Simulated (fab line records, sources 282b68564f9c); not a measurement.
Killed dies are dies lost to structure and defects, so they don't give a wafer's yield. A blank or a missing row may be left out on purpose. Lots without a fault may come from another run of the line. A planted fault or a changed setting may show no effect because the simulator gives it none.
fab line records | flow rit_cmos
record lots=6 wafers=18 last_day=8
route steps=202 shown REOX@99 NLDD@103 M1@202
lots that met no fault: from a run of the same line without faults
start_h: hours from the record's first day to the start of the lot's first wafer shown | wait_h: hours since the lot's step before | " the same as in the row above | L1.1+2: a row that stands for several wafers | - no value, or no start given | * or withheld: withheld | < > ~ a bound
route shown NAME@n: a module of which the file shows steps, and the number in the route of the first | usual: mean/standard deviation of fault-free wafers | same: alike in all rows | chamber/n: place in a boat | sites: the reading at each site | _std_site: their standard deviation | _edge_site: outer sites' mean less inner sites' | radius_mm: how far each site lies from the wafer's centre | mask NAME#n: copy n | behind: the tool/chamber that last shaped the wafer | hold: why the lot was held/for how many hours/how that ended | device: the transistor (n, p or np) that didn't switch | end of line: the same wafers' tests at the end of the route | a step without rows: its recipe alone | killed: dies lost to structure and defects at the first sort, not the wafer's yield | map: a wafer's dies, x killed, . not, _ none there
set.NAME: the setting as run; set.NAME@STEP: as run at that earlier step | model.NAME: the simulator's own value behind a step, which no gauge read
lots at some steps of the route; a table a step, a row a wafer
services: from which hour (start_h, from the record's first day; less than 0 if before it) a tool's chamber was out of use, for how many hours, and why
## steps
# step RIT_REOX_CLEAN_01
# recipe chemistry=dHF dilution=50:1 time_s=30
# step RIT_REOX_CLEAN_02
# recipe chemistry=SC2 mix=3:3:50 time_s=600 temp_c=75 dry=n2_spin
# step RIT_REOX_OXIDATION_03
# recipe temp_c=900 ambient=O2 target_thk_a=252 ox_time_s=5580
# step RIT_REOX_THK_MEAS_04
# recipe reads=SiO2_of_REOX_OXIDATION_03
# usual REOX_OXIDE_THK=25.0/0.52
# columns lot.wafer tool chamber start_h wait_h REOX_OXIDE_THK[nm]
L282.1 film_metro-02 - 53.08 0.0 25.4
L282.2 " - " " 25.4
L282.4 " - " " 25.0
L283.3 film_metro-03 - 57.03 0.0 25.0
L283.4 " - " " 24.8
L283.6 " - " " 24.8
L290.3 film_metro-02 - 91.63 0.0 24.0
L290.5 " - " " 24.3
L290.6 " - " " 24.5
L292.1 film_metro-02 - 98.15 0.0 24.7
L292.2 " - " " 25.1
L292.6 " - " " 25.1
L304.1 film_metro-01 - 157.99 0.0 25.2
L304.2 " - " " 25.6
L304.6 " - " " 25.2
L305.4 film_metro-03 - 165.17 0.0 25.4
L305.5 " - " " 25.2
L305.6 " - " " 24.9
# step RIT_NLDD_HMDS_00
# recipe prime_time_s=60 prime_temp_c=140
# step RIT_NLDD_COAT_01
# recipe resist=NOVOLAK spin_rpm=3250 resist_thk_nm=1000
# step RIT_NLDD_SOFTBAKE_02
# recipe resist=NOVOLAK temp_c=90 time_s=60
# step RIT_NLDD_EXPOSE_03
# recipe mask_id=M7 na=0.57 target_cd_nm=40700 dose_mj=250
# step RIT_NLDD_PEB_04
# recipe resist=NOVOLAK temp_c=withheld time_s=withheld
# step RIT_NLDD_DEVELOP_05
# recipe resist=NOVOLAK develop_time_s=50 dev_temp_c=23
# step RIT_NLDD_OVL_MEAS_06
# usual NLDD_OVL=-0.3/1.6
# columns lot.wafer tool chamber start_h wait_h NLDD_OVL[nm]
L282.1 overlay-01 - 53.99 - -2.2
L282.2 " - " " -1.0
L282.4 " - " " -1.5
L283.3 overlay-02 - 58.06 - 0.7
L283.4 " - " " 3.6
L283.6 " - " " 2.0
L290.3 overlay-01 - 92.60 - 0.9
L290.5 " - " " -0.5
L290.6 " - " " 1.0
L292.1 overlay-01 - 99.31 - 0.1
L292.2 " - " " 0.5
L292.6 " - " " 0.2
L304.1 overlay-02 - 159.02 - 0.8
L304.2 " - " " 2.0
L304.6 " - " " -0.1
L305.4 overlay-02 - 166.19 - 0.2
L305.5 " - " " -0.4
L305.6 " - " " -0.7
# step RIT_NLDD_HARDBAKE_07
# recipe resist=NOVOLAK temp_c=140 time_s=60
# step RIT_NLDD_IMPLANT_08
# recipe species=P energy_kev=20 dose_cm2=5e+14 tilt_deg=7
# usual beam_energy_keV=20.001/0.007 beam_on_s=10.01/0.19 dose_ions_cm2=4.999e+14/5.8e+11
# columns lot.wafer tool chamber start_h wait_h beam_energy_keV beam_on_s dose_ions_cm2 model.implant.drp_nm
L282.1 implanter-02 0 54.18 0.1 19.998 10.28 5.005e+14 12.97
L282.2 " 0 " " 19.993 10.33 5.004e+14 12.97
L282.4 " 0 " " 19.996 10.01 5.013e+14 12.97
L283.3 implanter-01 0 58.28 0.1 20.000 9.95 5e+14 12.97
L283.4 " 0 " " 20.003 10.21 4.991e+14 12.97
L283.6 " 0 " " 20.003 10.13 4.997e+14 12.97
L290.3 implanter-02 0 92.82 0.1 20.772 10.24 5.009e+14 13.27
L290.5 " 0 " " 20.773 10.20 4.993e+14 13.27
L290.6 " 0 " " 20.776 10.17 5.003e+14 13.27
L292.1 implanter-02 0 99.49 0.1 20.788 10.09 5.003e+14 13.27
L292.2 " 0 " " 20.788 9.92 5.004e+14 13.27
L292.6 " 0 " " 20.778 9.95 5.001e+14 13.27
L304.1 implanter-01 0 159.21 0.1 20.007 9.55 4.982e+14 12.97
L304.2 " 0 " " 20.011 9.93 4.989e+14 12.97
L304.6 " 0 " " 20.017 9.99 4.992e+14 12.97
L305.4 implanter-02 0 166.44 0.1 20.001 9.94 4.998e+14 12.97
L305.5 " 0 " " 19.995 9.98 4.999e+14 12.97
L305.6 " 0 " " 20.002 10.21 5.001e+14 12.97
# step RIT_NLDD_STRIP_09
# recipe chemistry=O2 time_s=180 resist=NOVOLAK platen_temp_c=withheld power_w=500 pressure_mtorr=4000 o2_flow_sccm=4000
# usual drypump_motor_current_A=5.9/0.45
# same time_s=180
# columns lot.wafer tool chamber start_h wait_h drypump_motor_current_A rf_hours_counter_h
L282.1 plasma_asher-01 1 54.33 0.1 5.6 24
L282.2 " 0 " " 5.4 24
L282.4 " 1 " " 5.6 -
L283.3 plasma_asher-01 1 58.44 0.1 5.5 -
L283.4 " 0 " " 5.4 -
L283.6 " 1 " " 5.6 -
L290.3 plasma_asher-03 1 92.98 0.1 6.3 -
L290.5 " 1 " " 6.3 -
L290.6 " 0 " " 6.4 -
L292.1 plasma_asher-01 1 99.64 0.1 5.5 29
L292.2 " 0 " " 5.4 29
L292.6 " 1 " " 5.6 -
L304.1 plasma_asher-03 1 159.36 0.1 6.3 52
L304.2 " 0 " " 6.4 52
L304.6 " 1 " " 6.3 -
L305.4 plasma_asher-01 0 166.57 0.1 5.4 -
L305.5 " 1 " " 5.6 -
L305.6 " 0 " " 5.4 -
# step RIT_M1_PROBE_99
# usual killed_at_contacts=0.1/0.27 killed_at_front_end=6.5/2.8 killed_dies=6.6/2.8 killed_on_rim=1.7/1.3 killed_open=3.5/2 killed_short=3.2/1.8
# same gross_dies=264 killed_at_M0_to_M3=0 killed_at_M4_up=0 killed_at_back_side=0 killed_at_other=0
# columns lot.wafer tool chamber start_h wait_h killed_at_contacts killed_at_front_end killed_dies killed_on_rim killed_open killed_short
L282.1 prober-01 - 69.51 0.1 1 7 8 3 3 5
L282.2 prober-01 - 69.56 0.1 0 10 10 3 6 4
L282.4 prober-01 - 69.66 0.2 0 7 7 0 5 2
L290.3 prober-02 - 107.99 0.2 0 3 3 1 2 1
L290.5 prober-02 - 108.09 0.2 0 5 5 0 1 4
L290.6 prober-02 - 108.14 0.2 0 7 7 1 2 5
L292.1 prober-02 - 114.96 0.1 0 4 4 0 4 0
L292.2 prober-02 - 115.01 0.1 0 5 5 3 2 3
L292.6 prober-02 - 115.21 0.2 0 6 6 0 3 3
L304.1 prober-01 - 174.73 0.1 0 6 6 1 4 2
L304.2 prober-01 - 174.78 0.1 0 10 10 4 4 6
L304.6 prober-01 - 174.98 0.2 0 6 6 2 2 4
L305.4 prober-02 - 181.54 0.2 0 8 8 0 5 3
L305.5 prober-02 - 181.59 0.2 1 4 5 3 2 3
L305.6 prober-02 - 181.64 0.2 0 6 6 2 5 1
# killed by level:class
L282.1 GATE:geometric_particle:short=3 GATE:geometric_particle:open=2 FOX1:geometric_particle:open=1 REOX:geometric_particle:short=1 CONTACT:geometric_particle:short=1
L282.2 GATE:geometric_particle:open=4 GATE:geometric_particle:short=2 REOX:geometric_particle:open=2 REOX:geometric_particle:short=1 SPACER:geometric_particle:short=1
L282.4 FOX1:geometric_particle:open=3 GATE:geometric_particle:open=2 SPACER:geometric_particle:short=1 SILICIDE:geometric_particle:short=1
L290.3 GATE:geometric_particle:short=1 REOX:geometric_particle:open=1 SILICIDE:geometric_particle:open=1
L290.5 GATE:geometric_particle:short=2 FOX1:geometric_particle:short=1 GATE:geometric_particle:open=1 SPACER:geometric_particle:short=1
L290.6 FOX1:geometric_particle:short=2 REOX:geometric_particle:short=2 ACTIVE:geometric_particle:short=1 GATE:geometric_particle:open=1 REOX:geometric_particle:open=1
L292.1 FOX1:geometric_particle:open=2 SILICIDE:geometric_particle:open=2
L292.2 GATE:geometric_particle:open=1 GATE:geometric_particle:short=1 REOX:geometric_particle:open=1 REOX:geometric_particle:short=1 SPACER:geometric_particle:short=1
L292.6 FOX1:geometric_particle:open=2 GATE:geometric_particle:short=1 REOX:geometric_particle:short=1 SPACER:geometric_particle:short=1 SPACER:geometric_particle:open=1
L304.1 FOX1:geometric_particle:open=1 FOX2:geometric_particle:open=1 GATE:geometric_particle:short=1 GATE:geometric_particle:open=1 REOX:geometric_particle:open=1 SPACER:geometric_particle:short=1
L304.2 GATE:geometric_particle:open=3 FOX1:geometric_particle:short=2 GATE:geometric_particle:short=2 FOX2:geometric_particle:short=1 REOX:geometric_particle:short=1 SPACER:geometric_particle:open=1
L304.6 GATE:geometric_particle:short=3 FOX2:geometric_particle:open=2 SILICIDE:geometric_particle:short=1
L305.4 SPACER:geometric_particle:open=3 GATE:geometric_particle:short=2 GATE:geometric_particle:open=1 SPACER:geometric_particle:short=1 SILICIDE:geometric_particle:open=1
L305.5 GATE:geometric_particle:open=1 GATE:geometric_particle:short=1 REOX:geometric_particle:short=1 SPACER:geometric_particle:short=1 CONTACT:geometric_particle:open=1
L305.6 GATE:geometric_particle:open=3 SPACER:geometric_particle:open=1 SPACER:geometric_particle:short=1 SILICIDE:geometric_particle:open=1
## services
# columns tool chamber start_h hours kind
plasma_asher-01 - 34.36 1.2 repair
implanter-02 - 102.54 3.8 pm
implanter-02 - 126.55 2.6 repair
plasma_asher-03 - 144.51 2.1 repair
## key
first_sign step=RIT_NLDD_IMPLANT_08 reading=beam_energy_keV direction=up sigmas=99+ usual=20.001 struck=20.779
effect none on later readings
model_effect step=RIT_NLDD_IMPLANT_08 value=implant.drp_nm without=12.97 struck=13.27
met_at RIT_NLDD_IMPLANT_08
struck_wafers L290.3,L290.5,L290.6,L292.1,L292.2,L292.6
tester_left_out L290,L292
onset_between 54.18 92.82
fault kind=process_parameter_drift tool=implanter-02 chamber=- onset_h=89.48 steps=RIT_NLDD_IMPLANT_08 channel=energy_kev offset=0.77284 shape=step end_h=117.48 acts_in=these_recipes_only stated=20
# tester_left_out: of these lots the tester's yield and bins aren't shown, on N5 and GAA mostly nor the transistor test; their killed dies are dies lost to structure and defects alone, not to doping, threshold or leakage, so they don't give the yield
